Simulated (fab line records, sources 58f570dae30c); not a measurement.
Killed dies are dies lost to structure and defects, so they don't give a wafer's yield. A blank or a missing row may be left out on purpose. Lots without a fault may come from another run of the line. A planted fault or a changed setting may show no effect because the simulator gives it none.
Which tool did it? | flow berkeley_cmos170 | 13 lots, 39 wafers sampled, at 3 steps of a route of 331

WHAT THE GAUGES READ, wafer by wafer
UCB170_PWELL_THK_MEAS_03. Usual: PWELL_OXIDE_THK 26.1 nm, standard deviation 0.61.
lot  | measured    | on            | PWELL_OXIDE_THK (nm) | flag
L341 | day 2 23:11 | film_metro-03 | 27.0 26.8 26.9       |
L342 | day 2 23:11 | film_metro-04 | 26.6 26.6 26.3       |
L344 | day 3 06:37 | film_metro-04 | 25.6 25.7 26.3       |
L349 | day 4 09:12 | film_metro-02 | 26.2 26.1 26.3       |
L350 | day 4 20:31 | film_metro-02 | 25.7 25.5 25.5       |
L351 | day 4 23:22 | film_metro-02 | 26.1 26.1 25.5       |
L354 | day 5 17:50 | film_metro-03 | 25.8 25.6 26.2       |
L355 | day 5 17:51 | film_metro-02 | 25.7 25.3 25.8       |
L356 | day 6 00:16 | film_metro-02 | 27.1 27.1 27.6       |
L357 | day 6 00:17 | film_metro-03 | 26.3 26.2 26.4       |
L358 | day 6 06:19 | film_metro-02 | 26.0 25.9 25.9       |
L359 | day 6 09:38 | film_metro-02 | 26.0 26.3 25.9       |
L362 | day 7 02:04 | film_metro-03 | 24.3 25.1 24.8       |

UCB170_PSD_OVL_MEAS_07. Usual: PSD_OVL 0 nm, standard deviation 6.1.
lot  | measured     | on         | PSD_OVL (nm)   | flag
L341 | day 6 20:04  | overlay-01 | 2 -3 -4        |
L342 | day 6 19:55  | overlay-02 | 2 4 4          |
L344 | day 6 19:33  | overlay-02 | 1 -1 4         |
L349 | day 8 02:49  | overlay-01 | -160 -151 -156 | OFF
L350 | day 8 15:02  | overlay-01 | -155 -160 -168 | OFF
L351 | day 8 15:19  | overlay-01 | -5 -10 -6      |
L354 | day 9 18:29  | overlay-02 | -2 -4 4        |
L355 | day 9 18:12  | overlay-01 | -8 -5 -16      |
L356 | day 9 18:31  | overlay-01 | 0 1 2          |
L357 | day 9 18:37  | overlay-02 | 5 -12 -6       |
L358 | day 10 06:23 | overlay-02 | -6 -6 5        |
L359 | day 9 21:46  | overlay-02 | 0 3 6          |
L362 | day 10 21:09 | overlay-02 | 0 7 2          |

WHICH TOOL RAN EACH LOT (tool, then ch and the chambers of the sampled wafers, then the start)
lot  | UCB170_PSD_EXPOSE_03
L341 | krf_scanner-01 ch 0, day 6 19:29
L342 | krf_scanner-01 ch 0, day 6 19:00
L344 | krf_scanner-02 ch 0, day 6 18:44
L349 | krf_scanner-02 ch 0, day 8 01:58
L350 | krf_scanner-02 ch 0, day 8 14:31
L351 | krf_scanner-01 ch 0, day 8 14:47
L354 | krf_scanner-01 ch 0, day 9 17:20
L355 | krf_scanner-01 ch 0, day 9 17:14
L356 | krf_scanner-01 ch 0, day 9 17:28
L357 | krf_scanner-01 ch 0, day 9 17:43
L358 | krf_scanner-01 ch 0, day 10 05:52
L359 | krf_scanner-01 ch 0, day 9 21:13
L362 | krf_scanner-01 ch 0, day 10 20:22
- UCB170_PSD_EXPOSE_03: exposes mask PSELECT MOD, target cd 1200 nm.

WHAT THE TOOLS THEMSELVES READ (means of the sampled wafers that have a number; where no wafer has one, the mark that the record gives instead)
The record holds no such reading with a usual standard deviation.

THE ANSWER, worked out from the rows above alone
Rule: a lot is off if the mean of its wafers that have a number lies more than 3 standard deviations from the usual mean. A lot without any number at a reading at which 4 lots or more have one is off too. The other lots that the step has rows for count as sound. The gauges are gone through in route order, then the tools' own readings, and for those a lot's mean is taken as printed above. The first step at which some lot is off is used, and at that step the reading that is off furthest; a lot without a number counts as furthest.
Off: L349, L350, at UCB170_PSD_OVL_MEAS_07 (PSD_OVL).
A tool fits if, at a process step before that reading, it ran every lot that is off, and no sound lot after the first of them. The gauges at UCB170_PSD_OVL_MEAS_07 are tried like those tools. One fits: krf_scanner-02 at UCB170_PSD_EXPOSE_03. Its last sound lot is L344 (day 6 18:44), its first lot that is off L349 (day 8 01:58): a fault that began between those two fits.

WHAT THE SIMULATOR HAD PUT IN
Scanner matching overlay: krf_scanner-02, from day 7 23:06 on, at UCB170_PSD_EXPOSE_03. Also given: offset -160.
Lots struck among those shown: L349, L350. The rule above found the same.
